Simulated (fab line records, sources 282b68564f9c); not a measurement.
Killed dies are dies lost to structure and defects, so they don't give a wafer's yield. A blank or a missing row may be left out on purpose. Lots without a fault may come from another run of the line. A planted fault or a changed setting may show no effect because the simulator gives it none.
A struck lot beside a sound one | flow rit_cmos | 44 steps out of a route of 202
Sound: wafers L941.3, L941.5, L941.6. Struck: wafers L952.3, L952.4, L952.5. The cause comes at the end.
At each step with rows: each side's tool, then ch and its chambers, then its first start. Under that, the readings that differ: sound wafers | struck wafers | difference of the means | sigmas: that difference in standard deviations of wafers without a fault.
alike: readings whose means differ by less than 2 such deviations, and words and numbers that are the same on both sides. not compared: withheld readings, readings that some wafer has no value for, bounds like >300 that may hide the same value, and numbers for which the record gives no deviation and whose values overlap.
The two part at a step that has a row with sigmas, a row that says differs or no value, or rows on one side only. Numbers that don't overlap but have no deviation are shown without sigmas and don't part them. A reading that every wafer of one side lacks parts them only if that side has two wafers or more.

RIT_FOX2_THK_MEAS_01:
  sound on film_metro-04, day 2 06:41; struck on film_metro-01, day 4 12:12
  alike: FOX2_OXIDE_THK
then, 2 steps without rows for these wafers: RIT_FOX2_CLEAN_02 (cleans in dHF, time 180 s); RIT_FOX2_WET_ETCH_03 (etches Si3N4 in H3PO4, target depth 195 nm, time 2700 s).
RIT_FOX2_THK_MEAS_90:
  sound on film_metro-03, day 2 07:38; struck on film_metro-01, day 4 13:09
  alike: FIELD_OXIDE_LEFT_1_THK
then, 6 steps without rows for these wafers: RIT_NWELL_HMDS_00 (prime time 60 s); RIT_NWELL_COAT_01 (resist thk 1300 nm); RIT_NWELL_SOFTBAKE_02 (time 60 s); RIT_NWELL_EXPOSE_03 (exposes mask M2, target cd 43900 nm); RIT_NWELL_PEB_04; RIT_NWELL_DEVELOP_05 (develop time 68 s).
RIT_NWELL_OVL_MEAS_06:
  sound on overlay-01, day 2 08:41; struck on overlay-02, day 4 14:13
  alike: NWELL_OVL
then, 1 step without rows for these wafers: RIT_NWELL_HARDBAKE_07 (time 120 s).
RIT_NWELL_IMPLANT_08:
  sound on implanter-04 ch 0, day 2 09:01; struck on implanter-04 ch 0, day 4 14:32
  reading            | sound                         | struck                        | difference | sigmas
  dose_ions_cm2      | 5.002e+13 4.996e+13 5.005e+13 | 8.003e+13 8.002e+13 8.002e+13 | +3.001e+13 | +99 or more
  faraday_current_uA | 165 156 154                   | 257 252 251                   | +95        | +31
RIT_NWELL_STRIP_09: strips in O2, time 180 s.
  sound on plasma_asher-04 ch 0,1, day 2 09:11; struck on plasma_asher-02 ch 0,1, day 4 14:41
  alike: drypump_motor_current_A
  not compared: rf_hours_counter_h
RIT_NWELL_TW_MEAS_10:
  sound on film_metro-02, day 2 09:19; struck on film_metro-01, day 4 14:49
  reading  | sound          | struck         | difference | sigmas
  NWELL_TW | 2145 2141 2153 | 2460 2467 2470 | +319       | +18
then, 6 steps without rows for these wafers: RIT_PWELL_HMDS_00 (prime time 60 s); RIT_PWELL_COAT_01 (resist thk 1300 nm); RIT_PWELL_SOFTBAKE_02 (time 60 s); RIT_PWELL_EXPOSE_03 (exposes mask M3, target cd 43700 nm); RIT_PWELL_PEB_04; RIT_PWELL_DEVELOP_05 (develop time 68 s).
RIT_PWELL_OVL_MEAS_06:
  sound on overlay-01, day 2 10:14; struck on overlay-02, day 4 15:46
  alike: PWELL_OVL
then, 2 steps without rows for these wafers: RIT_PWELL_HARDBAKE_07 (time 120 s); RIT_PWELL_IMPLANT_08.
RIT_PWELL_STRIP_09: strips in O2, time 180 s.
  sound on plasma_asher-02 ch 0,1, day 2 10:44; struck on plasma_asher-01 ch 0,1, day 4 16:14
  alike: drypump_motor_current_A
  not compared: rf_hours_counter_h
RIT_PWELL_TW_MEAS_10:
  sound on film_metro-02, day 2 10:52; struck on film_metro-04, day 4 16:23
  alike: PWELL_TW
then, 1 step without rows for these wafers: RIT_WELLDRIVE_ANNEAL_00 (time 14700 s).
RIT_WELLDRIVE_RS_MEAS_01: measures by four-point-probe.
  sound on film_metro-04, day 2 18:43; struck on film_metro-02, day 5 00:56
  reading           | sound             | struck            | difference | sigmas
  NWELL_RS (ohm/sq) | 276.0 275.4 275.7 | 209.0 209.2 208.7 | -66.7      | -83
RIT_WELLDRIVE_RS_MEAS_02: measures by four-point-probe.
  sound on film_metro-04, day 2 18:50; struck on film_metro-02, day 5 01:04
  alike: PWELL_RS
then, 6 steps without rows for these wafers: RIT_NRETRO_HMDS_00 (prime time 60 s); RIT_NRETRO_COAT_01 (resist thk 1300 nm); RIT_NRETRO_SOFTBAKE_02 (time 60 s); RIT_NRETRO_EXPOSE_03 (exposes mask M4, target cd 43900 nm); RIT_NRETRO_PEB_04; RIT_NRETRO_DEVELOP_05 (develop time 68 s).
RIT_NRETRO_OVL_MEAS_06:
  sound on overlay-02, day 2 19:49; struck on overlay-02, day 5 02:11
  reading         | sound       | struck       | difference | sigmas
  NRETRO_OVL (nm) | 3.5 4.7 3.5 | -0.3 2.0 0.5 | -3.2       | -2
then, 2 steps without rows for these wafers: RIT_NRETRO_HARDBAKE_07 (time 120 s); RIT_NRETRO_IMPLANT_08.
RIT_NRETRO_STRIP_09: strips in O2, time 180 s.
  sound on plasma_asher-03 ch 0,1, day 2 20:17; struck on plasma_asher-03 ch 0,1, day 5 02:40
  alike: drypump_motor_current_A
  not compared: rf_hours_counter_h
RIT_NRETRO_TW_MEAS_10:
  sound on film_metro-02, day 2 20:26; struck on film_metro-04, day 5 02:48
  alike: NRETRO_TW
then, 2 steps without rows for these wafers: RIT_PRETRO_HMDS_00 (prime time 60 s); RIT_PRETRO_COAT_01 (resist thk 1300 nm).
RIT_M1_METAL_ETCH_12: etches Al in Cl2/BCl3, stops on SiO2, time 165 s, target depth 600 nm.
  sound on rie_metal-03 ch 0,1, day 3 22:37; struck on rie_metal-03 ch 0,1, day 6 12:39
  reading               | sound             | struck            | difference | sigmas
  oes_product_au (a.u.) | 0.777 0.787 0.781 | 0.760 0.765 0.760 | -0.020     | -2
  model.M1.cd_nm (nm)   | 2606 2603 2603    | 2577 2576 2575    | -28        |
  alike: drypump_motor_current_A, he_backside_leak_sccm, throttle_valve_pct
  not compared: rf_hours_counter_h
RIT_M1_PROBE_99:
  the record has rows for the sound wafers here (prober-01, day 4 00:55) and none for the struck ones

WHERE THEY PART
First at RIT_NWELL_IMPLANT_08; last, within this record, at RIT_M1_PROBE_99.

WHY: what the simulator had put in
Process parameter drift: implanter-04, from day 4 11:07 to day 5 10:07, at RIT_NWELL_IMPLANT_08. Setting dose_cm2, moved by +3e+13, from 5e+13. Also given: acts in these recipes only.
